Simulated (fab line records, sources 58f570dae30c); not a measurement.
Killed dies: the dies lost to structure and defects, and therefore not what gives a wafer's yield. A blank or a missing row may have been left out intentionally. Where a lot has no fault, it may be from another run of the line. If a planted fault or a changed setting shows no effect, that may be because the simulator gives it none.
fab line records	flow berkeleyCmos170
record: lots: 5	wafers: 23
route steps=331 shown M3@319
startH: the number of hours between the record's first day and the start of the first shown wafer of the lot	waitH: hours since the lot's step before	" repeats the value in the row above	L1.1+2: a row that stands for several wafers	- no value, or no start given	* or withheld: withheld	< > ~ a bound
route shown NAME@n: a module of which the file shows steps, and the number in the route of the first	usual: the fault-free wafers' mean and standard deviation	same: alike in all rows	chamber/n: place in a boat	sites: each site's reading	_std_site: standard deviation across them	_edge_site: mean of outer sites minus mean of inner sites	radiusMm: for every site, how far away it sits from the centre of the wafer	mask NAME#n: copy n	behind: the most recent tool/chamber to have shaped the wafer	hold: the reason the lot was held/the length of the hold in hours/how it ended	device: whichever transistor did not switch (one of n, p or np)	end of line: the route-end tests of the same wafers	step lacking rows: just its recipe	killed: count of dies lost to structure and defects at first sort (not the wafer's yield)	map: the dies of a wafer, with x for killed, . for not killed, _ for no die there
set.NAME: the setting the step ran with; set.NAME@STEP: the setting that earlier step ran with	model.NAME: the simulator's own value behind a step, which no gauge read
lots where settings were altered on purpose, with a table for each step and a row for each wafer
== steps ==
step: UCB170_M3_COAT_10
recipe: resist: KrF	spinRpm: 1500	resistThkNm: 900
lot.wafer	tool	chamber	startH	waitH	set.resistThkNm	model.KrF_of_M3_COAT_10.thkNm
L075.1+2	lithoTrack-02	0	-	-	900	-
L075.3	"	0	"	"	900	900.8
L075.4	"	0	"	"	900	899.8
L075.6	"	0	"	"	900	903.4
L076.2	lithoTrack-04	0	-	-	900	899.3
L076.3	"	0	"	"	900	898
L076.4	"	0	"	"	900	899.4
L076.5+6	"	0	"	"	871.5	869.5
L078.2	lithoTrack-02	0	-	-	941.5	941.3
L078.3	"	0	"	"	900	900.6
L078.4	"	0	"	"	900	900.7
L078.5	"	0	"	"	900	900.4
L078.6	"	0	"	"	941.5	940.9
L081.1	lithoTrack-02	0	-	-	900	895.2
L081.3	"	0	"	"	900	896.3
L081.4	"	0	"	"	900	897
L084.1	lithoTrack-02	0	-	-	900	901.1
L084.2+3+6	"	0	"	"	900	-
L084.5	"	0	"	"	900	902.1
step: UCB170_M3_SOFTBAKE_11
recipe: resist: KrF	tempC: 130	timeS: 60
step: UCB170_M3_EXPOSE_12
recipe: maskId: METAL3	targetCdNm: 700	na: 0.5	sigmaOuter: 0.6	sourceShape: conventional	doseMj: 26
step: UCB170_M3_ETCH_17
recipe: chemistry: N2/H2	targetDepthA: withheld	overetchA: withheld	target: BARC	timeS: withheld	sourceW: 500	biasW: 100	pressureMtorr: 30	n2FlowSccm: 100	h2FlowSccm: 200
step: UCB170_M3_METAL_ETCH_18
recipe: chemistry: Cl2/BCl3	target: Al	stopOn: SiO2	pressureMtorr: 12	targetDepthA: 11700	overEtchFrac: 0.3	timeS: 195	icpW: 600	biasW: 120	Cl2_flow_sccm: 90	bcl3FlowSccm: 45
usual: oesProductAu: 0.852/0.018
lot.wafer	tool	chamber	startH	waitH	set.timeS@M3_SPUTTER_01	oesProductAu
L075.1	rieMetal-02	0	192.41	-	111.4	0.832
L075.2	"	1	"	"	111.4	0.819
L075.3	"	0	"	"	120	0.876
L075.4	"	1	"	"	120	0.844
L075.6	"	0	"	"	120	0.871
L076.2	rieMetal-01	0	202.39	-	120	0.848
L076.3	"	0	"	"	120	0.850
L076.4	"	1	"	"	120	0.837
L076.5	"	0	"	"	120	0.856
L076.6	"	1	"	"	120	0.837
L078.2	rieMetal-02	1	210.95	-	120	0.870
L078.3	"	1	"	"	120	0.867
L078.4	"	0	"	"	120	0.879
L078.5	"	0	"	"	120	0.880
L078.6	"	1	"	"	120	0.861
L081.1	rieMetal-04	1	236.66	-	120	0.840
L081.3	"	0	"	"	120	0.843
L081.4	"	1	"	"	120	0.841
L084.1	rieMetal-04	0	243.52	-	120	0.827
L084.2	"	1	"	"	133.3	0.890
L084.3	"	0	"	"	133.3	0.887
L084.5	"	0	"	"	120	0.841
L084.6	"	1	"	"	133.3	0.891
step: UCB170_M3_STRIP_19
recipe: chemistry: O2	powerW: 400	pressureMtorr: 3500	platenTempC: withheld	o2FlowSccm: 400	overashFraction: 0.5
usual: oesProductAu: 0.530/0.0088
lot.wafer	tool	chamber	startH	waitH	set.resistThkNm@M3_COAT_10	oesProductAu
L075.1	plasmaAsher-02	1	192.60	0.1	900	0.532
L075.2	"	0	"	"	900	0.530
L075.3	"	0	"	"	900	0.528
L075.4	"	1	"	"	900	0.521
L075.6	"	1	"	"	900	0.536
L076.2	plasmaAsher-02	1	202.58	0.1	900	0.520
L076.3	"	1	"	"	900	0.521
L076.4	"	0	"	"	900	0.532
L076.5	"	0	"	"	871.5	0.488
L076.6	"	1	"	"	871.5	0.503
L078.2	plasmaAsher-04	1	211.14	0.1	941.5	0.582
L078.3	"	1	"	"	900	0.529
L078.4	"	0	"	"	900	0.541
L078.5	"	0	"	"	900	0.535
L078.6	"	1	"	"	941.5	0.574
L081.1	plasmaAsher-02	0	236.85	0.1	900	0.526
L081.3	"	0	"	"	900	0.530
L081.4	"	1	"	"	900	0.511
L084.1	plasmaAsher-04	1	243.71	0.1	900	0.542
L084.2	"	0	"	"	900	0.524
L084.3	"	0	"	"	900	0.544
L084.5	"	0	"	"	900	0.534
L084.6	"	1	"	"	900	0.524
== key ==
split: step: UCB170_M3_COAT_10	setting: resistThkNm	stated: 900	by: wafer
response: step: UCB170_M3_COAT_10	reading: model.KrF_of_M3_COAT_10.thkNm	change: +8.95	per: 1%	r: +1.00
response: step: UCB170_M3_STRIP_19	reading: oesProductAu	change: +0.00922	per: 1%	r: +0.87
split outsideThisFile step=UCB170_M3_SPUTTER_01 setting=timeS
split outsideThisFile: this setting was split too, and the file shows its column; the key of that split is in another file
